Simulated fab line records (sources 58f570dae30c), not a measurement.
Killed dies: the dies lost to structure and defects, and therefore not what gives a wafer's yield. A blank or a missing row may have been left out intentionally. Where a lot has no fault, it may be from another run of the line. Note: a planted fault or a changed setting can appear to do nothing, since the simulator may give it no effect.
Split-lot experiment :: flow berkeleyCmos170 :: 27 wafers read across 5 lots, on a route 331 steps long

== THE SPLIT ==
At UCB170_M1_DEVELOP_08 (develop time 45 s), the setting developTimeS was moved away from the recipe's 45 s on 6 of the 27 wafers read, by -58.0% to -31.2%. For the rest of the wafers, this setting stayed at what the recipe calls for.

There is no step in the file separating the split from the reading.

== THE READING ==
cdNm (nm) at UCB170_M1_CD_MEAS_09, where the cd target is 700 nm. On this fab line, fault-free wafers typically give 700.5 nm with a standard deviation of 1.5 nm.

wafer: L079.1
tool, chamber at the split: lithoTrack-04, 0
developTimeS as run, s: 30.96
against the recipe: -31.2%
cdNm, nm: 700.8
against lot-mates on the recipe: +2.6

wafer: L079.2
tool, chamber at the split: lithoTrack-04, 0
developTimeS as run, s: 30.96
against the recipe: -31.2%
cdNm, nm: 701.3
against lot-mates on the recipe: +3.1

wafer: L079.3
tool, chamber at the split: lithoTrack-04, 0
developTimeS as run, s: 45
against the recipe: recipe
cdNm, nm: 697.4
against lot-mates on the recipe: -

wafer: L079.4
tool, chamber at the split: lithoTrack-04, 0
developTimeS as run, s: 30.96
against the recipe: -31.2%
cdNm, nm: 702.2
against lot-mates on the recipe: +4.0

wafer: L079.5
tool, chamber at the split: lithoTrack-04, 0
developTimeS as run, s: 45
against the recipe: recipe
cdNm, nm: 698.4
against lot-mates on the recipe: -

wafer: L079.6
tool, chamber at the split: lithoTrack-04, 0
developTimeS as run, s: 45
against the recipe: recipe
cdNm, nm: 698.8
against lot-mates on the recipe: -

wafer: L076.1
tool, chamber at the split: lithoTrack-03, 0
developTimeS as run, s: 45
against the recipe: recipe
cdNm, nm: 699.5
against lot-mates on the recipe: -

wafer: L076.2
tool, chamber at the split: lithoTrack-03, 0
developTimeS as run, s: 45
against the recipe: recipe
cdNm, nm: 698.8
against lot-mates on the recipe: -

wafer: L076.3
tool, chamber at the split: lithoTrack-03, 0
developTimeS as run, s: 18.88
against the recipe: -58.0%
cdNm, nm: 708.0
against lot-mates on the recipe: +8.9

wafer: L076.4
tool, chamber at the split: lithoTrack-03, 0
developTimeS as run, s: 18.88
against the recipe: -58.0%
cdNm, nm: 707.7
against lot-mates on the recipe: +8.6

wafer: L076.5
tool, chamber at the split: lithoTrack-03, 0
developTimeS as run, s: 18.88
against the recipe: -58.0%
cdNm, nm: 707.8
against lot-mates on the recipe: +8.7

wafer: L076.6
tool, chamber at the split: lithoTrack-03, 0
developTimeS as run, s: 45
against the recipe: recipe
cdNm, nm: 699.1
against lot-mates on the recipe: -

wafer: L080.1
tool, chamber at the split: lithoTrack-03, 0
developTimeS as run, s: 45
against the recipe: recipe
cdNm, nm: 698.7
against lot-mates on the recipe: -

wafer: L080.2
tool, chamber at the split: lithoTrack-03, 0
developTimeS as run, s: 45
against the recipe: recipe
cdNm, nm: 699.1
against lot-mates on the recipe: -

wafer: L080.3
tool, chamber at the split: lithoTrack-03, 0
developTimeS as run, s: 45
against the recipe: recipe
cdNm, nm: 698.7
against lot-mates on the recipe: -

wafer: L080.4
tool, chamber at the split: lithoTrack-03, 0
developTimeS as run, s: 45
against the recipe: recipe
cdNm, nm: 701.0
against lot-mates on the recipe: -

wafer: L080.5
tool, chamber at the split: lithoTrack-03, 0
developTimeS as run, s: 45
against the recipe: recipe
cdNm, nm: 699.7
against lot-mates on the recipe: -

wafer: L080.6
tool, chamber at the split: lithoTrack-03, 0
developTimeS as run, s: 45
against the recipe: recipe
cdNm, nm: 698.7
against lot-mates on the recipe: -

wafer: L077.3
tool, chamber at the split: lithoTrack-02, 0
developTimeS as run, s: 45
against the recipe: recipe
cdNm, nm: 700.9
against lot-mates on the recipe: -

wafer: L077.4
tool, chamber at the split: lithoTrack-02, 0
developTimeS as run, s: 45
against the recipe: recipe
cdNm, nm: 699.6
against lot-mates on the recipe: -

wafer: L077.5
tool, chamber at the split: lithoTrack-02, 0
developTimeS as run, s: 45
against the recipe: recipe
cdNm, nm: 698.8
against lot-mates on the recipe: -

wafer: L083.1
tool, chamber at the split: lithoTrack-04, 0
developTimeS as run, s: 45
against the recipe: recipe
cdNm, nm: 699.6
against lot-mates on the recipe: -

wafer: L083.2
tool, chamber at the split: lithoTrack-04, 0
developTimeS as run, s: 45
against the recipe: recipe
cdNm, nm: 699.1
against lot-mates on the recipe: -

wafer: L083.3
tool, chamber at the split: lithoTrack-04, 0
developTimeS as run, s: 45
against the recipe: recipe
cdNm, nm: 700.0
against lot-mates on the recipe: -

wafer: L083.4
tool, chamber at the split: lithoTrack-04, 0
developTimeS as run, s: 45
against the recipe: recipe
cdNm, nm: 697.9
against lot-mates on the recipe: -

wafer: L083.5
tool, chamber at the split: lithoTrack-04, 0
developTimeS as run, s: 45
against the recipe: recipe
cdNm, nm: 698.8
against lot-mates on the recipe: -

wafer: L083.6
tool, chamber at the split: lithoTrack-04, 0
developTimeS as run, s: 45
against the recipe: recipe
cdNm, nm: 700.5
against lot-mates on the recipe: -

THE FIT
A straight line over all 27 wafers: cdNm changes by -0.134 nm for each +1% of developTimeS; r = -0.93; the points scatter about the line by 1.1 nm.
The same after taking each lot's own level away (the mean of its wafers on the recipe; 27 wafers): -0.141 nm for each +1%; r = -0.96; scatter 0.84 nm.
The reading moves by 8.2 nm for the largest change in developTimeS, on that fit.
Measured against the standard deviation above, the lots' own levels, which go from 698.20 to 699.77 nm, span 1.0 times it.
Consequently the slope shifts little with the lot-to-lot level, the two slopes agreeing.
Check: with one of the wafers moved furthest among these (-58.0%) left out of the fit, the line predicts +7.85 nm for it against its lot-mates. Against them it came out at +8.87 nm.

== OTHER SPLITS APPLIED TO THESE WAFERS ==
These wafers also went through other splits before the reading. Each is held against what the fit with the lots' levels taken away leaves over:
other split on the same wafers: UCB170_GATE_DEVELOP_11 developTimeS
wafers away from the commonest value: 9
r with cdNm (lot level and that fit taken away): +0.15

other split on the same wafers: UCB170_SPACER_ETCHBACK_03 timeS
wafers away from the commonest value: 9
r with cdNm (lot level and that fit taken away): -0.14

other split on the same wafers: UCB170_SILICIDE_SPUTTER_01 timeS
wafers away from the commonest value: 6
r with cdNm (lot level and that fit taken away): +0.44

== THE WHOLE CHAIN: every reading that the file lists as answering this split, in the file's order ==
step: UCB170_M1_CD_MEAS_09
what it does: target cd 700 nm
reading: cdNm
change (the file's fit): -0.139 nm for each +1% of the setting
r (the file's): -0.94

step: UCB170_M1_ETCH_11
what it does: etches BARC in N2/H2
reading: M1.cdNm (the simulator's own value, which no gauge read)
change (the file's fit): -0.139 nm for each +1% of the setting
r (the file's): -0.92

== THE FILE'S OWN FIT ==
cdNm changes by -0.139 nm for each +1% of developTimeS, r = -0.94.
